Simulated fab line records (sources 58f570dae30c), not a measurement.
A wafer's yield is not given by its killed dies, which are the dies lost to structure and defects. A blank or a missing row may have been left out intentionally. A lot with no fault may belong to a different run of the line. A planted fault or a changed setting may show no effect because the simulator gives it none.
Chamber matching ; flow berkeley cmos170 ; UCB170_ZERO_ETCH_06 on rie diel-02 has 4 sister chambers
The step etches SiO2 in CHF3/CF4/Ar, time 12 s. 14 wafers are shown with their chamber, then 7 later ones without.

EACH WAFER AND ITS CHAMBER
wafer;chamber;throttle valve pct (%);drypump motor current A (A);oes product au (a.u.)
L303.1;1;9.01;5.8;0.620
L303.2;3;8.99;5.3;0.601
L303.6;3;8.98;5.4;0.606
L305.1;2;9.27;5.7;0.612
L305.4;1;9.03;5.8;0.616
L305.6;2;9.29;5.7;0.608
L311.2;1;9.02;5.8;0.614
L311.3;2;9.29;5.7;0.604
L311.4;0;9.40;6.1;0.637
L313.2;0;9.40;6.0;0.634
L313.5;1;9.02;5.9;0.618
L313.6;2;9.29;5.7;0.599
L316.2;3;8.97;5.4;0.603
L316.3;1;9.04;5.8;0.619

SIGNATURES, as means of the wafers listed above
reading;chamber 0;chamber 1;chamber 2;chamber 3;scatter within a chamber
throttle valve pct;9.4000;9.0240;9.2850;8.9800;0.0101
drypump motor current A;6.050;5.820;5.700;5.367;0.0443
oes product au;0.63550;0.61740;0.60575;0.60333;0.00365
Rule: distance of a wafer from a chamber = root of the sum over the readings of ((wafer's reading minus chamber's mean) / reading's scatter) squared. If the next closest chamber is less than 2 further off than the closest, the wafer can't be placed; otherwise it belongs to the closest. The scatter: the root of (the sum of the squares of (reading less its chamber's mean) over the shown wafers, divided by (wafers less chambers)).

WAFERS WITH NO CHAMBER GIVEN
wafer;throttle valve pct (%);drypump motor current A (A);oes product au (a.u.)
L316.4;9.30;5.7;0.607
L317.2;9.02;5.9;0.623
L317.3;9.39;6.0;0.635
L317.6;8.98;5.4;0.600
L319.2;9.29;5.7;0.609
L319.3;9.02;5.9;0.614
L319.5;9.29;5.7;0.603

EACH ONE'S CHAMBER
wafer;from the rows above;in truth
L316.4;2;2
L317.2;1;1
L317.3;0;0
L317.6;3;3
L319.2;2;2
L319.3;1;1
L319.5;2;2
Placed correctly: 7 of 7. From these rows, 0 cannot be placed. Number placed wrongly: 0.
